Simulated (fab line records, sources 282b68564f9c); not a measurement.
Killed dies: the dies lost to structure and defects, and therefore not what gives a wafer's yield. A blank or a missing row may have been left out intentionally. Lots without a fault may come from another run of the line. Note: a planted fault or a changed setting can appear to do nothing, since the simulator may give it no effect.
Code-filled problem report in 8D (eight disciplines) form ; flow rit cmos ; the parts of the form that need people (team, actions taken, sign-off) are left out

== 1. THE PROBLEM ==
Across 6 wafers from 2 lots, PSD_RS at RIT_SDANNEAL_RS_MEAS_04 averages 95.6 ohm/sq, while fault-free wafers read 114.9 ohm/sq with a standard deviation of 0.31. Relative to the usual mean, that is a shift of -62 standard deviations.
The step: measures by four-point-probe.
First seen on wafer L535.1, day 5 08:34, on film metro-02. Wafers with a number at this step in the record: 42, from 14 lots. By rule, "out" or "out of limits" means more than 4 standard deviations away from the usual mean. Any other wafer with a number is counted as sound.

== 2. WHAT THIS IS AND IS NOT ==
question;is;is not
which readings at this step;PSD_RS;-
which lots;L535, L537;L525, L526, L527, L529, L531, L532, L533, L536, L538, L542, L544, L546
which wafers of those lots;all that have a number;-
read on which gauges;film metro-02;film metro-03, film metro-04
when;from day 5 08:34;"up to then (21 sound wafers); but 15 sound wafers of L536, L538, L542, L544, L546 came after"

== 3. SUSPECTS, AND WHAT RULES EACH OUT ==
Counting: any tool at a process step up to the reading is kept as a suspect provided that every lot that is out went through it and no sound lot did after the first of them.
- the gauge at RIT_SDANNEAL_RS_MEAS_04: kept. All the wafers that are out were read on film metro-02, and no step on other tools shows them out.
- rtp anneal-01 at RIT_SDANNEAL_RTA_03 (time 5 s): kept. Every lot that is out went through it, starting with L535 (day 5 08:31), and after that it ran no sound lot; the last sound lot it ran before then is L533 (day 4 22:59).
After counting, rtp anneal-01 at RIT_SDANNEAL_RTA_03 and film metro-02 at RIT_SDANNEAL_RS_MEAS_04 remain.

== 4. THE CAUSE (what the simulator had put in) ==
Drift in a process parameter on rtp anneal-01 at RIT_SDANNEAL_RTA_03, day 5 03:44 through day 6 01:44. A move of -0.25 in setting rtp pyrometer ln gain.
This tool is one of the 2 suspects left after counting.

== 5. SEQUENCE OF EFFECTS, ordered by route ==
Each row: a reading whose mean over the struck wafers that have a number lies more than 3 standard deviations from the usual. Readings are gone through only where the record gives a usual standard deviation; hours: the median, over the lots, of the time from a lot's start at the first step in this table giving one to that lot's start at this step; sigmas: the change measured in usual standard deviations.
hours;step;reading;usual;on struck wafers;change;sigmas
0;RIT_SDANNEAL_RS_MEAS_04;PSD_RS;114.9 ohm/sq;95.6;-19.3;-62
0;RIT_SDANNEAL_RS_MEAS_05;NSD_RS;84.52 ohm/sq;83.45;-1.07;-4.0
0;RIT_SDANNEAL_RS_MEAS_06;PLDD_RS;179.2 ohm/sq;162.2;-17.0;-34

== 6. HOW IT WOULD HAVE BEEN CAUGHT EARLIER ==
In this record the first reading out of limits at a measuring or inspecting step was taken at day 5 08:34, 5 hours after the fault began at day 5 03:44.
Of the tool readings at RIT_SDANNEAL_RTA_03 for which the record gives a usual standard deviation, none was out on any struck wafer, so an alarm limit of 4 standard deviations on them would not have fired.
L537, from the lots that are out (2), started RIT_SDANNEAL_RTA_03 on rtp anneal-01 later than day 5 08:34. Holding the tool at that time would have saved it.
